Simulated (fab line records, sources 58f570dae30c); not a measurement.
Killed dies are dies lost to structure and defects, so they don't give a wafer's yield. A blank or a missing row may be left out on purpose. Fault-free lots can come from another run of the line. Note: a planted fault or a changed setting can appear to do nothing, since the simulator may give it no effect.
Matching of chambers	flow berkeleyCmos170	rieDiel-01 running UCB170_SPACER_ETCHBACK_03: 4 sister chambers
The step etches SiO2 in CHF3/CF4/Ar, stops on Si, target depth 376 nm, time 100 s. 14 wafers are shown with their chamber, then 7 later ones without.

== WAFERS WITH THEIR CHAMBER ==
wafer	chamber	drypumpMotorCurrentA (A)	throttleValvePct (%)	oesProductAu (a.u.)
L324.2	0	5.2	6.36	0.883
L324.5	2	5.0	6.44	0.917
L324.6	3	5.0	6.48	0.901
L329.1	2	5.0	6.46	0.921
L329.2	1	5.5	6.68	0.887
L329.6	0	5.2	6.37	0.881
L333.4	2	5.0	6.46	0.924
L333.5	2	5.0	6.47	0.932
L333.6	1	5.5	6.66	0.892
L336.2	1	5.5	6.66	0.894
L336.5	2	5.0	6.47	0.927
L336.6	3	5.1	6.47	0.909
L338.2	3	5.0	6.47	0.905
L338.4	1	5.5	6.68	0.896

SIGNATURES, as means of the wafers listed above
reading	chamber 0	chamber 1	chamber 2	chamber 3	scatter within a chamber
drypumpMotorCurrentA	5.200	5.500	5.000	5.033	0.0258
throttleValvePct	6.3650	6.6700	6.4600	6.4733	0.0106
oesProductAu	0.88200	0.89225	0.92420	0.90500	0.00458
Rule: a wafer lies at a distance from a chamber equal to the root of the sum of squares, over the readings, of (its reading less the chamber's mean, divided by the reading's scatter). If the next closest chamber is less than 2 further off than the closest, the wafer can't be placed; otherwise it belongs to the closest. The scatter: the root of (the sum of the squares of (reading less its chamber's mean) over the shown wafers, divided by (wafers less chambers)).

== WAFERS WITHOUT THEIR CHAMBER ==
wafer	drypumpMotorCurrentA (A)	throttleValvePct (%)	oesProductAu (a.u.)
L338.5	5.0	6.47	0.932
L342.2	5.5	6.67	0.872
L342.3	5.0	6.47	0.844
L342.4	5.0	6.47	0.870
L347.1	5.5	6.67	0.884
L347.2	5.0	6.45	0.905
L347.5	5.5	6.69	0.882

== WHICH CHAMBER EACH WENT THROUGH ==
wafer	from the rows above	in truth
L338.5	2	2
L342.2	1	1
L342.3	can't be placed: 3 or 0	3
L342.4	3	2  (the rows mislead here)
L347.1	1	1
L347.2	can't be placed: 3 or 2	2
L347.5	1	1
4 of 7 placed correctly. Unplaceable from these rows: 2, with the true chamber sitting among the candidates in 2. Placed wrongly: 1.
